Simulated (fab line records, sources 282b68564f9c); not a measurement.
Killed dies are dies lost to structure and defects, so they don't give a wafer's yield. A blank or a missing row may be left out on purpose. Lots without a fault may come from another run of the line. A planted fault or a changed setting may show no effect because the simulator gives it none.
Split-lot experiment | flow rit_cmos | 5 lots, 23 wafers read, on a route of 202 steps

THE SPLIT
At RIT_NSD_COAT_01 (resist thk 1000 nm), the setting resist_thk_nm was moved away from the recipe's 1000 nm on 6 of the 23 wafers read, by -5.3% to +5.9%. The other wafers ran this setting at the recipe's value.

FROM THE SPLIT TO THE READING: what the file shows between them, 3 steps
- RIT_NSD_SOFTBAKE_02: time 60 s
- RIT_NSD_EXPOSE_03: exposes mask M9, target cd 40700 nm
- RIT_NSD_DEVELOP_05: develop time 50 s

THE READING
NOVOLAK_of_NSD_COAT_01.thk_nm (the simulator's own value, which no gauge read), in nm, at RIT_NSD_HARDBAKE_07 (time 60 s). The file gives no usual value for it. The 17 wafers here that ran the recipe average 885.9 nm, standard deviation 1.8 nm.

wafer  | tool, chamber at the split | resist_thk_nm as run, nm | against the recipe | NOVOLAK_of_NSD_COAT_01.thk_nm, nm | against lot-mates on the recipe
L077.1 | litho_track-03, 0          | 1000                     | recipe             | 884.9                             | -
L077.3 | litho_track-03, 0          | 1000                     | recipe             | 881.6                             | -
L077.4 | litho_track-03, 0          | 1000                     | recipe             | 884.5                             | -
L078.1 | litho_track-02, 0          | 1000                     | recipe             | 886.7                             | -
L078.2 | litho_track-02, 0          | 1000                     | recipe             | 887.7                             | -
L078.4 | litho_track-02, 0          | 1000                     | recipe             | 886.3                             | -
L078.5 | litho_track-02, 0          | 1000                     | recipe             | 886.9                             | -
L078.6 | litho_track-02, 0          | 1000                     | recipe             | 885.7                             | -
L079.1 | litho_track-04, 0          | 1059                     | +5.9%              | 935.5                             | +51.0
L079.2 | litho_track-04, 0          | 1059                     | +5.9%              | 937.5                             | +53.0
L079.3 | litho_track-04, 0          | 1059                     | +5.9%              | 936.4                             | +51.9
L079.4 | litho_track-04, 0          | 1000                     | recipe             | 884.6                             | -
L079.6 | litho_track-04, 0          | 1000                     | recipe             | 884.5                             | -
L083.2 | litho_track-03, 0          | 1000                     | recipe             | 888.9                             | -
L083.3 | litho_track-03, 0          | 1000                     | recipe             | 887.6                             | -
L083.4 | litho_track-03, 0          | 1000                     | recipe             | 886.4                             | -
L083.5 | litho_track-03, 0          | 1000                     | recipe             | 889                               | -
L083.6 | litho_track-03, 0          | 1000                     | recipe             | 886.9                             | -
L084.1 | litho_track-02, 0          | 946.5                    | -5.3%              | 835.6                             | -48.9
L084.2 | litho_track-02, 0          | 946.5                    | -5.3%              | 836.6                             | -47.9
L084.3 | litho_track-02, 0          | 1000                     | recipe             | 884.2                             | -
L084.5 | litho_track-02, 0          | 946.5                    | -5.3%              | 837.3                             | -47.2
L084.6 | litho_track-02, 0          | 1000                     | recipe             | 884.7                             | -

THE FIT
A straight line over all 23 wafers: NOVOLAK_of_NSD_COAT_01.thk_nm changes by +8.87 nm for each +1% of resist_thk_nm; r = +1.00; the points scatter about the line by 1.9 nm.
The same after taking each lot's own level away (the mean of its wafers on the recipe; 23 wafers): +8.87 nm for each +1%; r = +1.00; scatter 0.94 nm.
On that fit, the largest move of resist_thk_nm shifts the reading by 52 nm.
The lots' own levels span 883.67 to 887.76 nm, that is 2.2 times the standard deviation above.
So the lot-to-lot level changes the slope little: the two slopes agree.
Check: with one of the wafers moved furthest among these (+5.9%) left out of the fit, the line predicts +52.6 nm for it against its lot-mates. It came out at +51 nm against them.

OTHER SPLITS ON THESE WAFERS
These wafers also went through other splits before the reading. Each is held against what the fit with the lots' levels taken away leaves over:
other split on the same wafers   | wafers away from the commonest value | r with NOVOLAK_of_NSD_COAT_01.thk_nm (lot level and that fit taken away)
RIT_ACTIVE_CVD_03 pressure_mtorr | 15                                   | +0.06
RIT_ACTIVE_ETCH_13 time_s        | 9                                    | +0.02
RIT_FOX2_OXIDATION_00 temp_c     | 15                                   | -0.02
RIT_PWELL_COAT_01 spin_rpm       | 7                                    | +0.25
RIT_PWELL_IMPLANT_08 energy_kev  | 7                                    | -0.03
RIT_NRETRO_COAT_01 spin_rpm      | 8                                    | -0.17
RIT_NRETRO_IMPLANT_08 energy_kev | 7                                    | +0.00
RIT_GATE_CLEAN_01 time_s         | 10                                   | +0.05
RIT_GATE_COAT_11 resist_thk_nm   | 6                                    | +0.07
RIT_GATE_ETCH_19 time_s          | 5                                    | -0.11
RIT_PLDD_IMPLANT_08 dose_cm2     | 5                                    | -0.01

THE WHOLE CHAIN: every reading that the file lists as answering this split, in the file's order
step                | what it does       | reading                                                                        | change (the file's fit)              | r (the file's)
RIT_NSD_COAT_01     | resist thk 1000 nm | NOVOLAK_of_NSD_COAT_01.thk_nm (the simulator's own value, which no gauge read) | +10.1 nm for each +1% of the setting | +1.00
RIT_NSD_HARDBAKE_07 | time 60 s          | NOVOLAK_of_NSD_COAT_01.thk_nm (the simulator's own value, which no gauge read) | +8.87 nm for each +1% of the setting | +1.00

THE FILE'S OWN FIT
NOVOLAK_of_NSD_COAT_01.thk_nm changes by +8.87 nm for each +1% of resist_thk_nm, r = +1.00.
